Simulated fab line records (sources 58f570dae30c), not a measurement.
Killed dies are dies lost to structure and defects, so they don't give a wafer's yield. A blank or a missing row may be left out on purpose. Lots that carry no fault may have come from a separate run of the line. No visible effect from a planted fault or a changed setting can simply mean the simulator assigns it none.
2 desks, one fault    flow berkeley-cmos170    every desk sees just its own numbers, and what lay behind them comes last

METROLOGY DESK
Lot by lot, what the gauges showed, no matter which tool ran the lot: averages of those sampled wafers that carry a number. A lot is out of limits, marked OUT, if its mean lies more than 4 standard deviations from the usual mean; the brackets give that distance.
Columns: A = PSD_RS at UCB170_SDANNEAL_RS_MEAS_02, usual 75.54 ohm/sq; B = M2_OVL at UCB170_M2_OVL_MEAS_16, usual -2 nm; C = M3_AL_RS at UCB170_M3_RS_MEAS_02, usual 0.0321 ohm/sq
lot   first seen here  A      B    C
L895  day 6 18:59      76.24  -3   0.0323
L897  day 7 06:38      75.49  0    0.0329
L900  day 7 10:37      75.41  2    0.0320
L898  day 7 11:04      75.31  -4   0.0319
L899  day 7 11:31      75.85  -3   0.0323
L902  day 8 21:43      75.78  11   0.0319
L904  day 8 21:46      75.18  3    0.0312
L903  day 8 22:13      75.61  -6   0.0327
L905  day 9 04:59      75.39  -4   0.0315
L906  day 9 15:29      75.32  2    0.0323
L913  day 11 06:19     75.77  3    0.0321
L914  day 11 06:31     75.59  -2   0.0324
L916  day 11 17:05     75.61  -11  0.0321
L917  day 11 17:05     75.37  -7   0.0322
Finding of this desk: none of the 14 lots has anything out of limits.

TOOL OWNER'S DESK, rie-metal-03
The tool's own readings at UCB170_M3_METAL_ETCH_18 (etches Al in Cl2/BCl3, stops on SiO2, target depth 1170 nm, time 195 s): means of the sampled wafers that have a number, for each lot that ran on this tool. A lot is out of limits, marked OUT, if its mean lies more than 4 standard deviations from the usual mean; the brackets give that distance.
Columns: A = drypump-motor-current-A at UCB170_M3_METAL_ETCH_18, usual 5.9 A; B = oes-product-au at UCB170_M3_METAL_ETCH_18, usual 0.866 a.u.; C = throttle-valve-pct at UCB170_M3_METAL_ETCH_18, usual 24.47 %
lot   first seen here  A    B      C
L895  day 7 22:25      5.9  0.866  24.28
L900  day 8 21:07      5.7  0.874  24.20
L904  day 10 05:23     6.1  0.877  24.32
L902  day 10 06:04     6.1  0.871  24.33
L906  day 10 20:49     6.3  0.862  24.40
L913  day 12 05:06     5.9  0.864  24.27
L914  day 12 07:22     6.1  0.860  24.33
Finding of this desk: none of the 7 lots has anything out of limits.

TAKEN TOGETHER
From the metrology desk's view, nothing was out of limits.
Nothing out of limits was seen by the tool owner's desk.

WHAT THE SIMULATOR PUT IN
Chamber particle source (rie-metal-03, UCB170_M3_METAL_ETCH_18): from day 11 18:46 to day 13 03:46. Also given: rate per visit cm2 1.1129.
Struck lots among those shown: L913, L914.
